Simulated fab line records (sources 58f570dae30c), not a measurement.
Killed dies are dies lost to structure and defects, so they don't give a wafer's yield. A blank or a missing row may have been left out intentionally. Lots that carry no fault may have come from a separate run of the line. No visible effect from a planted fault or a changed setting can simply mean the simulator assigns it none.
Which tool is to blame? | flow berkeley-cmos170 | 39 wafers from 13 lots sampled at 4 of the route's 331 steps

## WHAT THE GAUGES READ, wafer by wafer
UCB170_ACTIVE_OVL_MEAS_14. Usual: for ACTIVE_OVL the level is 3 nm and the standard deviation is 6.
lot  | measured    | on         | ACTIVE_OVL (nm) | flag
L808 | day 4 12:09 | overlay-01 | 7 3 11          |
L809 | day 4 12:27 | overlay-02 | 3 -2 7          |
L813 | day 5 13:30 | overlay-02 | 0 7 4           |
L814 | day 5 14:03 | overlay-02 | -13 2 -3        |
L812 | day 5 14:14 | overlay-02 | 5 -4 -1         |
L811 | day 5 14:19 | overlay-02 | -2 -2 2         |
L817 | day 5 20:51 | overlay-02 | -6 3 5          |
L818 | day 6 11:28 | overlay-01 | 4 12 11         |
L819 | day 6 11:43 | overlay-02 | 1 5 6           |
L829 | day 8 10:08 | overlay-01 | 10 15 13        |
L830 | day 8 10:32 | overlay-01 | -3 1 -3         |
L828 | day 8 11:08 | overlay-01 | 12 7 7          |
L831 | day 8 16:33 | overlay-02 | -11 -9 -3       |

UCB170_PFIELD_OVL_MEAS_06. Usual: for PFIELD_OVL the level is 4 nm and the standard deviation is 5.9.
lot  | measured    | on         | PFIELD_OVL (nm) | flag
L808 | day 4 13:43 | overlay-02 | 8 15 14         |
L809 | day 4 14:01 | overlay-01 | 1 -3 -5         |
L813 | day 5 15:33 | overlay-02 | 3 -4 12         |
L814 | day 5 16:10 | overlay-02 | 4 7 3           |
L812 | day 5 17:10 | overlay-02 | 11 9 12         |
L811 | day 5 17:01 | overlay-02 | -6 0 -10        |
L817 | day 6 00:54 | overlay-02 | 5 6 6           |
L818 | day 6 16:56 | overlay-01 | - - -           | OFF
L819 | day 6 17:04 | overlay-01 | 0 2 4           |
L829 | day 8 13:05 | overlay-02 | 6 8 10          |
L830 | day 8 13:34 | overlay-01 | -7 0 -2         |
L828 | day 8 14:35 | overlay-02 | 8 21 12         |
L831 | day 8 20:59 | overlay-01 | 3 1 5           |

UCB170_PFIELD_TW_MEAS_09. Usual: for PFIELD_TW the level is 599 and the standard deviation is 4.9.
lot  | measured    | on            | PFIELD_TW   | flag
L808 | day 4 14:00 | film-metro-03 | 595 593 596 |
L809 | day 4 14:17 | film-metro-03 | 595 592 595 |
L813 | day 5 15:50 | film-metro-01 | 596 601 597 |
L814 | day 5 16:28 | film-metro-03 | 596 594 599 |
L812 | day 5 17:28 | film-metro-03 | 599 599 597 |
L811 | day 5 17:18 | film-metro-02 | 610 611 611 |
L817 | day 6 01:11 | film-metro-03 | 599 603 600 |
L818 | day 6 17:13 | film-metro-02 | 30 30 30    | OFF
L819 | day 6 17:22 | film-metro-03 | 604 603 599 |
L829 | day 8 13:23 | film-metro-03 | 594 596 596 |
L830 | day 8 13:52 | film-metro-03 | 598 594 590 |
L828 | day 8 14:52 | film-metro-03 | 599 594 594 |
L831 | day 8 21:16 | film-metro-03 | 592 592 595 |

## EACH LOT AND THE TOOL THAT RAN IT (in order: tool; ch and the chambers of the sampled wafers; start)
lot  | UCB170_PFIELD_EXPOSE_03
L808 | krf-scanner-01 ch 0, day 4 13:20
L809 | krf-scanner-02 ch 0, day 4 13:37
L813 | krf-scanner-01 ch 0, day 5 14:57
L814 | krf-scanner-01 ch 0, day 5 15:18
L812 | krf-scanner-01 ch 0, day 5 16:16
L811 | krf-scanner-02 ch 0, day 5 16:02
L817 | krf-scanner-01 ch 0, day 6 00:30
L818 | krf-scanner-01 ch 0, day 6 16:18
L819 | krf-scanner-02 ch 0, day 6 16:38
L829 | krf-scanner-02 ch 0, day 8 11:55
L830 | krf-scanner-02 ch 0, day 8 12:25
L828 | krf-scanner-01 ch 0, day 8 13:17
L831 | krf-scanner-02 ch 0, day 8 20:11
- UCB170_PFIELD_EXPOSE_03: exposes mask PFIELD, target cd 1500 nm.

## AS READ BY THE TOOLS THEMSELVES (means over the sampled wafers that have a number; for cases with no such wafer, the mark the record gives instead)
UCB170_PFIELD_EXPOSE_03. Usual: focus-offset-nm at -0.1 nm, with a standard deviation of 0.54.
lot  | tool           | focus-offset-nm (nm) | flag
L808 | krf-scanner-01 | 0.4                  |
L809 | krf-scanner-02 | 0.4                  |
L813 | krf-scanner-01 | -0.2                 |
L814 | krf-scanner-01 | -0.2                 |
L812 | krf-scanner-01 | 0.0                  |
L811 | krf-scanner-02 | -0.6                 |
L817 | krf-scanner-01 | -0.1                 |
L818 | krf-scanner-01 | -0.2                 |
L819 | krf-scanner-02 | -0.3                 |
L829 | krf-scanner-02 | -0.1                 |
L830 | krf-scanner-02 | -0.5                 |
L828 | krf-scanner-01 | -0.6                 |
L831 | krf-scanner-02 | -0.1                 |

## THE ANSWER, worked out from the rows above alone
Rule: a lot is off if the mean of its wafers that have a number lies more than 3 standard deviations from the usual mean. A lot without any number at a reading at which 4 lots or more have one is off too. The other lots that the step has rows for count as sound. First the gauges in route order, then the tools' own readings, where a lot's mean is used as printed above. The first step at which some lot is off is used, and at that step the reading that is off furthest; a lot without a number counts as furthest.
Off: L818, seen at UCB170_PFIELD_OVL_MEAS_06 (PFIELD_OVL). Without a number there: L818.
If a tool, at a process step before that reading, ran all the lots that are off and no sound lot after the first of them, it fits. The gauges at UCB170_PFIELD_OVL_MEAS_06 aren't tried: what is off there is off at UCB170_PFIELD_TW_MEAS_09 too, on other tools, and a gauge's error can't cause that. Of those tried, none fits.

## WHAT THE SIMULATOR PUT IN
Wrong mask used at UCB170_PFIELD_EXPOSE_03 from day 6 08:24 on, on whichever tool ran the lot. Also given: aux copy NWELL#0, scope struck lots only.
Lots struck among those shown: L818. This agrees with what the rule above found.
